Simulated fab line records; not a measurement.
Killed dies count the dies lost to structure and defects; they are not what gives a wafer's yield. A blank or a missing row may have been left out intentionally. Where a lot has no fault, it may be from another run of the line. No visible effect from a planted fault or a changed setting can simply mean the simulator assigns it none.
The tool behind it: which one? -- flow berkeley cmos170 -- 21 wafers from 7 lots sampled at 3 of the route's 331 steps

## WHAT THE GAUGES SHOWED, per wafer
UCB170_NWELL_THK_MEAS_02.
lot,measured,on,NWELL_OXIDE_THK (nm)
L698,day 2 04:50,film metro-04,26.0 26.0 26.2
L700,day 2 12:40,film metro-03,26.3 26.4 26.4
L703,day 3 04:32,film metro-01,26.0 26.1 26.4
L706,day 3 21:56,film metro-01,26.9 26.3 27.4
L709,day 4 12:18,film metro-04,24.2 24.0 23.7
L711,day 4 16:19,film metro-01,22.9 22.9 23.6
L713,day 5 07:47,film metro-04,25.8 25.8 26.2

## WHAT TOOL EACH LOT RAN ON (gives the tool, then ch and the chambers of the sampled wafers, and finally the start)
lot,UCB170_ZERO_STRIP_07,UCB170_NWELL_OXIDATION_01
L698,"plasma asher-02 ch 0,1, day 1 23:34","furnace-04 ch 0, day 2 03:27"
L700,"plasma asher-01 ch 0,1, day 2 10:07","furnace-02 ch 0, day 2 11:19"
L703,"plasma asher-02 ch 0,1, day 3 00:25","furnace-04 ch 0, day 3 03:11"
L706,"plasma asher-01 ch 0,1, day 3 17:26","furnace-01 ch 0, day 3 20:35"
L709,"plasma asher-02 ch 0,1, day 4 06:29","furnace-01 ch 0, day 4 10:57"
L711,"plasma asher-03 ch 0, day 4 14:34","furnace-01 ch 0, day 4 14:58"
L713,"plasma asher-01 ch 0,1, day 5 04:34","furnace-04 ch 0, day 5 06:26"
- UCB170_ZERO_STRIP_07: strips in O2.
- UCB170_NWELL_OXIDATION_01: target thk 26.4 nm, ox time 1260 s.

## THE ANSWER, worked out from the rows above alone
Rule: the lots themselves supply what counts as usual. The widest of any qualifying gaps counts: lots, ordered by their means at a reading, are off when they make up no more than a third of the lots, leave a main group of 4 or more, and stand apart from it by 3 or more times the standard deviation of that group's means. Not used: any main group whose means are identical at the precision the tables above print for the reading. A lot without any number at a reading at which 4 lots or more have one is off too. Any other lot the step has rows for is counted as sound.
Off: L709, L711, seen at UCB170_NWELL_THK_MEAS_02 (NWELL_OXIDE_THK). Mean 26.3 nm and standard deviation 0.33 in the main group.
A tool fits if, at a process step before that reading, it ran every lot that is off, and no sound lot after the first of them. The gauges at UCB170_NWELL_THK_MEAS_02 are tried like those tools. One fits: furnace-01 at UCB170_NWELL_OXIDATION_01. A fault onset in the window from L706 (day 3 20:35, its last sound lot) to L709 (day 4 10:57, its first lot off) fits.

## WHAT THE SIMULATOR HAD PUT IN
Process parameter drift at UCB170_NWELL_OXIDATION_01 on furnace-01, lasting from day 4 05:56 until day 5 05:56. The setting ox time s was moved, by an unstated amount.
Lots struck among those shown: L709, L711. The rule given above showed the same thing.
